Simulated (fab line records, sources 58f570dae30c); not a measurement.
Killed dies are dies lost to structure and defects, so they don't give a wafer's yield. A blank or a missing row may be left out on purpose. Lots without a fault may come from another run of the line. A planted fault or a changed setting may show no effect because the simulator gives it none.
Split-lot experiment | flow berkeley_cmos170 | 5 lots, 23 wafers read, on a route of 331 steps

THE SPLIT
At UCB170_PWELL_COAT_08 (resist thk 900 nm), the setting resist_thk_nm was moved away from the recipe's 900 nm on 7 of the 23 wafers read, by -5.7% to +4.6%. The other wafers ran this setting at the recipe's value.

FROM THE SPLIT TO THE READING: what the file shows between them, 3 steps
- UCB170_PWELL_SOFTBAKE_09: time 60 s
- UCB170_PWELL_EXPOSE_10: exposes mask PWELL, target cd 3000 nm
- UCB170_PWELL_DEVELOP_12: develop time 45 s

THE READING
KrF_of_PWELL_COAT_08.thk_nm (the simulator's own value, which no gauge read), in nm, at UCB170_PWELL_ETCH_14 (etches Si3N4 in CH3F/Ar/O2, stops on SiO2, target depth 242 nm, time 151 s). The file gives no usual value for it. The 16 wafers here that ran the recipe average 724.1 nm, standard deviation 2.4 nm.

wafer  | tool, chamber at the split | resist_thk_nm as run, nm | against the recipe | KrF_of_PWELL_COAT_08.thk_nm, nm | against lot-mates on the recipe
L076.1 | litho_track-01, 0          | 900                      | recipe             | 724.5                           | -
L076.2 | litho_track-01, 0          | 900                      | recipe             | 725.7                           | -
L076.3 | litho_track-01, 0          | 848.7                    | -5.7%              | 675.7                           | -49.5
L076.5 | litho_track-01, 0          | 900                      | recipe             | 725.5                           | -
L076.6 | litho_track-01, 0          | 848.7                    | -5.7%              | 672                             | -53.2
L077.1 | litho_track-04, 0          | 941.6                    | +4.6%              | 770.6                           | +44.0
L077.2 | litho_track-04, 0          | 900                      | recipe             | 725.9                           | -
L077.4 | litho_track-04, 0          | 900                      | recipe             | 727.3                           | -
L077.5 | litho_track-04, 0          | 941.6                    | +4.6%              | 762.5                           | +35.9
L077.6 | litho_track-04, 0          | 941.6                    | +4.6%              | 767.9                           | +41.3
L078.2 | litho_track-02, 0          | 900                      | recipe             | 719.5                           | -
L078.3 | litho_track-02, 0          | 900                      | recipe             | 725.9                           | -
L078.4 | litho_track-02, 0          | 900                      | recipe             | 722.6                           | -
L078.5 | litho_track-02, 0          | 900                      | recipe             | 723.8                           | -
L078.6 | litho_track-02, 0          | 900                      | recipe             | 721.3                           | -
L081.2 | litho_track-04, 0          | 900                      | recipe             | 721.1                           | -
L081.3 | litho_track-04, 0          | 915.2                    | +1.7%              | 740.6                           | +16.1
L081.4 | litho_track-04, 0          | 900                      | recipe             | 723.9                           | -
L081.5 | litho_track-04, 0          | 915.2                    | +1.7%              | 740.7                           | +16.2
L081.6 | litho_track-04, 0          | 900                      | recipe             | 728.6                           | -
L084.3 | litho_track-04, 0          | 900                      | recipe             | 722.5                           | -
L084.5 | litho_track-04, 0          | 900                      | recipe             | 725.7                           | -
L084.6 | litho_track-04, 0          | 900                      | recipe             | 721.9                           | -

THE FIT
A straight line over all 23 wafers: KrF_of_PWELL_COAT_08.thk_nm changes by +9.06 nm for each +1% of resist_thk_nm; r = +0.99; the points scatter about the line by 2.6 nm.
The same after taking each lot's own level away (the mean of its wafers on the recipe; 23 wafers): +8.91 nm for each +1%; r = +0.99; scatter 2.3 nm.
On that fit, the largest move of resist_thk_nm shifts the reading by 51 nm.
The lots' own levels span 722.62 to 726.60 nm, that is 1.7 times the standard deviation above.
So the lot-to-lot level changes the slope little: the two slopes agree.
Check: with one of the wafers moved furthest among these (-5.7%) left out of the fit, the line predicts -51.4 nm for it against its lot-mates. It came out at -49.5 nm against them.

OTHER SPLITS ON THESE WAFERS
These wafers also went through other splits before the reading. Each is held against what the fit with the lots' levels taken away leaves over:
other split on the same wafers      | wafers away from the commonest value | r with KrF_of_PWELL_COAT_08.thk_nm (lot level and that fit taken away)
UCB170_START_OXIDATION_02 ox_time_s | 18                                   | -0.12
UCB170_NWELL_OXIDATION_01 temp_c    | 10                                   | +0.09
UCB170_PWELL_OXIDATION_02 temp_c    | 10                                   | +0.06

THE WHOLE CHAIN: every reading that the file lists as answering this split, in the file's order
step                  | what it does                                                               | reading                                                                      | change (the file's fit)              | r (the file's)
UCB170_PWELL_COAT_08  | resist thk 900 nm                                                          | KrF_of_PWELL_COAT_08.thk_nm (the simulator's own value, which no gauge read) | +8.82 nm for each +1% of the setting | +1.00
UCB170_PWELL_ETCH_14  | etches Si3N4 in CH3F/Ar/O2, stops on SiO2, target depth 242 nm, time 151 s | KrF_of_PWELL_COAT_08.thk_nm (the simulator's own value, which no gauge read) | +8.94 nm for each +1% of the setting | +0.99
UCB170_PWELL_STRIP_16 | strips in O2                                                               | strip_time_to_endpoint_s                                                     | withheld for each +1% of the setting | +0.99

THE FILE'S OWN FIT
KrF_of_PWELL_COAT_08.thk_nm changes by +8.94 nm for each +1% of resist_thk_nm, r = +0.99.
